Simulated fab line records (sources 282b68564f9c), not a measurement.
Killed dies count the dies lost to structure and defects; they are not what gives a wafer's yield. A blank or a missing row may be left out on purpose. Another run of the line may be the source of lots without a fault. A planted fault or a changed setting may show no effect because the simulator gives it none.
Which tool was responsible? -- flow ritCmos -- Sampling: 13 lots, 39 wafers, 3 of 202 route steps

== WHAT THE GAUGES READ, wafer by wafer ==
RIT_M1_RS_MEAS_01: measures by four-point-probe. Usual: M1_AL_RS 0.0737 ohm/sq, standard deviation 0.00071.
lot,measured,on,M1_AL_RS (ohm/sq),flag
L441,day 3 06:46,filmMetro-03,0.0737 0.0751 0.0739,
L442,day 3 12:34,filmMetro-03,0.0744 0.0739 0.0744,
L443,day 3 18:50,filmMetro-03,0.0742 0.0734 0.0742,
L444,day 3 23:35,filmMetro-02,0.0747 0.0742 0.0753,
L446,day 4 08:00,filmMetro-02,0.0727 0.0723 0.0731,
L447,day 4 13:18,filmMetro-02,0.0731 0.0731 0.0735,
L449,day 4 23:01,filmMetro-03,0.0737 0.0737 0.0736,
L451,day 5 08:16,filmMetro-02,0.0734 0.0731 0.0732,
L455,day 6 06:05,filmMetro-02,0.0867 0.0877 0.0869,OFF
L456,day 6 12:26,filmMetro-02,0.0745 0.0736 0.0743,
L460,day 7 04:44,filmMetro-04,0.0734 0.0736 0.0740,
L462,day 7 16:25,filmMetro-03,0.0726 0.0731 0.0729,
L463,day 8 00:34,filmMetro-03,0.0736 0.0734 0.0730,

RIT_M1_THK_MEAS_02: measures by xrf. Usual: M1_AL_THK 406 nm, standard deviation 4.7.
lot,measured,on,M1_AL_THK (nm),flag
L441,day 3 06:51,filmMetro-03,405 399 403,
L442,day 3 12:41,filmMetro-03,403 404 403,
L443,day 3 18:56,filmMetro-03,404 409 404,
L444,day 3 23:42,filmMetro-02,398 400 394,
L446,day 4 08:07,filmMetro-02,411 413 407,
L447,day 4 13:24,filmMetro-02,407 408 405,
L449,day 4 23:08,filmMetro-03,409 408 406,
L451,day 5 08:23,filmMetro-02,407 408 408,
L455,day 6 06:12,filmMetro-02,355 351 353,OFF
L456,day 6 12:33,filmMetro-02,397 401 398,
L460,day 7 04:50,filmMetro-04,411 413 408,
L462,day 7 16:30,filmMetro-03,409 409 408,
L463,day 8 00:41,filmMetro-03,410 410 409,

== WHICH TOOL RAN EACH LOT (tool, then ch and the chambers of the sampled wafers, then the start) ==
lot,RIT_M1_SPUTTER_00
L441,"pvdSputter-03, day 3 06:25"
L442,"pvdSputter-04, day 3 12:16"
L443,"pvdSputter-03, day 3 18:29"
L444,"pvdSputter-03, day 3 23:17"
L446,"pvdSputter-03, day 4 07:41"
L447,"pvdSputter-04, day 4 12:58"
L449,"pvdSputter-04, day 4 22:44"
L451,"pvdSputter-04, day 5 07:56"
L455,"pvdSputter-04, day 6 05:47"
L456,"pvdSputter-03, day 6 12:08"
L460,"pvdSputter-03, day 7 04:25"
L462,"pvdSputter-02, day 7 16:04"
L463,"pvdSputter-03, day 8 00:16"
- RIT_M1_SPUTTER_00: material Al, target thk 400 nm, time 500 s.

== AS READ BY THE TOOLS THEMSELVES (means over the sampled wafers that have a number; for cases with no such wafer, the mark the record gives instead) ==
RIT_M1_SPUTTER_00. Usual: chamberPressurePa 0.4002 Pa, standard deviation 0.00067; throttleValvePct 30.0 %, standard deviation 1.1.
lot,tool,chamberPressurePa (Pa),throttleValvePct (%),flag
L441,pvdSputter-03,0.3999,30.3,
L442,pvdSputter-04,0.4005,30.6,
L443,pvdSputter-03,0.4002,30.2,
L444,pvdSputter-03,0.3994,29.5,
L446,pvdSputter-03,0.4000,30.2,
L447,pvdSputter-04,0.4002,28.9,
L449,pvdSputter-04,0.3997,30.5,
L451,pvdSputter-04,0.3994,29.8,
L455,pvdSputter-04,0.3996,30.6,
L456,pvdSputter-03,0.4002,29.6,
L460,pvdSputter-03,0.4008,30.3,
L462,pvdSputter-02,0.4003,30.4,
L463,pvdSputter-03,0.4004,29.0,

== THE ANSWER, worked out from the rows above alone ==
Rule: lot off if the mean of its wafers having a number is beyond 3 standard deviations from the usual mean. Also off: a lot with no number at a reading for which 4 or more lots have one. Where the step has rows for the other lots, those lots are counted as sound. Order of review: gauges by route order, followed by the tools' own readings, for which a lot's mean as printed above is used. The first step at which some lot is off is used, and at that step the reading that is off furthest; a lot without a number counts as furthest.
Off: L455, seen at RIT_M1_RS_MEAS_01 (M1_AL_RS).
A tool fits if, at a process step before that reading, it ran every lot that is off, and no sound lot after the first of them. The gauges at RIT_M1_RS_MEAS_01 are tried like those tools. One candidate fits, namely pvdSputter-04 at RIT_M1_SPUTTER_00. Its last sound lot is L451 (day 5 07:56), its first lot that is off L455 (day 6 05:47): a fault that began between those two fits.

== WHAT THE SIMULATOR HAD INSERTED ==
Site profile drift: pvdSputter-04, from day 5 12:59 on, at RIT_M1_SPUTTER_00. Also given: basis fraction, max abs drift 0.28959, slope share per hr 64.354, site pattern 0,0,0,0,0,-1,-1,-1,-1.
Lots struck among those shown: L455. Same finding as the rule above.
